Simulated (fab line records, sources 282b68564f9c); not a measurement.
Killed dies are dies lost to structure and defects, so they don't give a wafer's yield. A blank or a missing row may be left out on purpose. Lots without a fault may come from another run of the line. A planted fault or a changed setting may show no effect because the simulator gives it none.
A struck lot beside a sound one | flow rit_cmos | 27 steps out of a route of 202
Sound: wafers L359.2, L359.3, L359.5. Struck: wafer L369.6. (L369.1, L369.3 of the same lot were not struck and are left out.) The cause comes at the end.
At each step with rows: each side's tool, then ch and its chambers, then its first start. Under that, the readings that differ: sound wafers | struck wafers | difference of the means | sigmas: that difference in standard deviations of wafers without a fault.
alike: readings whose means differ by less than 2 such deviations, and words and numbers that are the same on both sides. not compared: withheld readings, readings that some wafer has no value for, bounds like >300 that may hide the same value, and numbers for which the record gives no deviation and whose values overlap.
The two part at a step that has a row with sigmas, a row that says differs or no value, or rows on one side only. Numbers that don't overlap but have no deviation are shown without sigmas and don't part them. A reading that every wafer of one side lacks parts them only if that side has two wafers or more.

first, 4 steps without rows for these wafers: RIT_CONTACT_SOFTBAKE_04 (time 60 s); RIT_CONTACT_EXPOSE_05 (exposes mask M11, target cd 1000 nm); RIT_CONTACT_PEB_06; RIT_CONTACT_DEVELOP_07 (develop time 120 s).
RIT_CONTACT_CD_MEAS_08: target cd 1000 nm.
  sound on cd_sem-02, day 4 06:39; struck on cd_sem-02, day 6 08:40
  reading    | sound                | struck | difference | sigmas
  cd_nm (nm) | 1003.5 1003.3 1002.4 | 998.4  | -4.7       | -3
RIT_CONTACT_OVL_MEAS_09:
  sound on overlay-02, day 4 06:46; struck on overlay-02, day 6 08:47
  alike: CONTACT_OVL
then, 1 step without rows for these wafers: RIT_CONTACT_HARDBAKE_10 (time 60 s).
RIT_CONTACT_ETCH_11: etches SiO2 in CHF3/CF4/Ar, stops on TiSi2, target depth 480 nm, time 320 s.
  sound on rie_diel-03 ch 1,2, day 4 06:56; struck on rie_diel-01 ch 2, day 6 08:58
  reading                     | sound          | struck | difference | sigmas
  cf4_flow_sccm (sccm)        | 9.98 9.99 9.93 | 10.06  | +0.09      | +3
  drypump_motor_current_A (A) | 6.1 6.0 6.1    | 5.1    | -1.0       | -3
  alike: oes_product_au, throttle_valve_pct
  not compared: rf_hours_counter_h
RIT_CONTACT_STRIP_12: strips in O2, time 180 s.
  sound on plasma_asher-01 ch 0,1, day 4 07:08; struck on plasma_asher-04 ch 1, day 6 09:10
  alike: drypump_motor_current_A
  not compared: rf_hours_counter_h
RIT_CONTACT_CD_MEAS_90: target cd 1000 nm.
  sound on cd_sem-01, day 4 07:20; struck on cd_sem-01, day 6 09:20
  reading    | sound                | struck | difference | sigmas
  cd_nm (nm) | 1003.7 1003.7 1002.9 | 998.7  | -4.7       | -2
then, 2 steps without rows for these wafers: RIT_CONTACT_CLEAN_13 (cleans in SC1, time 600 s); RIT_CONTACT_CLEAN_14 (cleans in SC2, time 600 s).
RIT_M1_SPUTTER_00: material Al, target thk 400 nm, time 500 s.
  sound on pvd_sputter-03, day 4 07:47; struck on pvd_sputter-01, day 6 09:50
  reading                               | sound             | struck | difference | sigmas
  model.Al_of_M1_SPUTTER_00.thk_nm (nm) | 406.2 404.1 401.7 | 274.8  | -129.2     |
  alike: throttle_valve_pct
RIT_M1_RS_MEAS_01: measures by four-point-probe.
  sound on film_metro-01, day 4 08:05; struck on film_metro-04, day 6 10:08
  reading           | sound                | struck | difference | sigmas
  M1_AL_RS (ohm/sq) | 0.0724 0.0727 0.0734 | 0.1080 | +0.0352    | +43
RIT_M1_THK_MEAS_02: measures by xrf.
  sound on film_metro-01, day 4 08:12; struck on film_metro-04, day 6 10:16
  reading        | sound       | struck | difference | sigmas
  M1_AL_THK (nm) | 409 408 404 | 274    | -133       | -24
then, 6 steps without rows for these wafers: RIT_M1_HMDS_03 (prime time 60 s); RIT_M1_COAT_04 (resist thk 1310 nm); RIT_M1_SOFTBAKE_05 (time 60 s); RIT_M1_EXPOSE_06 (exposes mask M12, target cd 2600 nm); RIT_M1_PEB_07; RIT_M1_DEVELOP_08 (develop time 70.86 s).
RIT_M1_CD_MEAS_09: target cd 2600 nm.
  sound on cd_sem-01, day 4 09:09; struck on cd_sem-02, day 6 11:19
  alike: cd_nm
RIT_M1_OVL_MEAS_10:
  sound on overlay-01, day 4 09:16; struck on overlay-02, day 6 11:26
  alike: M1_OVL
then, 1 step without rows for these wafers: RIT_M1_HARDBAKE_11 (time 120 s).
RIT_M1_METAL_ETCH_12: etches Al in Cl2/BCl3, stops on SiO2, time 165 s, target depth 600 nm.
  sound on rie_metal-04 ch 0,1, day 4 09:32; struck on rie_metal-03 ch 1, day 6 11:44
  reading               | sound             | struck | difference | sigmas
  oes_product_au (a.u.) | 0.783 0.788 0.782 | 0.632  | -0.152     | -14
  alike: drypump_motor_current_A, throttle_valve_pct
  not compared: rf_hours_counter_h
then, 1 step without rows for these wafers: RIT_M1_STRIP_13 (strips in nmp, time 600 s).
RIT_M1_PROBE_99:
  sound on prober-02, day 4 11:50; struck on prober-02, day 6 14:15
  reading                               | sound                      | struck   | difference | sigmas
  model.etest.m1.rs_ohm_sq              | 0.07151 0.07226 0.07258    | 0.1059   | +0.0338    |
  model.etest.antenna_m1.vt_shift_v (V) | -0.01835 -0.01491 -0.01512 | -0.01966 | -0.00353   |
  alike: defect_limited_yield, killed_at_contacts, killed_at_front_end, killed_dies, killed_open, killed_short, sort_bin_3_pad_short, sort_bin_5_function, sort_bin_6_memory, sort_n_pass, sort_yield_pct

WHERE THEY PART
First at RIT_CONTACT_CD_MEAS_08; last, within this record, at RIT_M1_METAL_ETCH_12. Later steps at which nothing parts them and some readings are alike: RIT_M1_PROBE_99.

WHY: what the simulator had put in
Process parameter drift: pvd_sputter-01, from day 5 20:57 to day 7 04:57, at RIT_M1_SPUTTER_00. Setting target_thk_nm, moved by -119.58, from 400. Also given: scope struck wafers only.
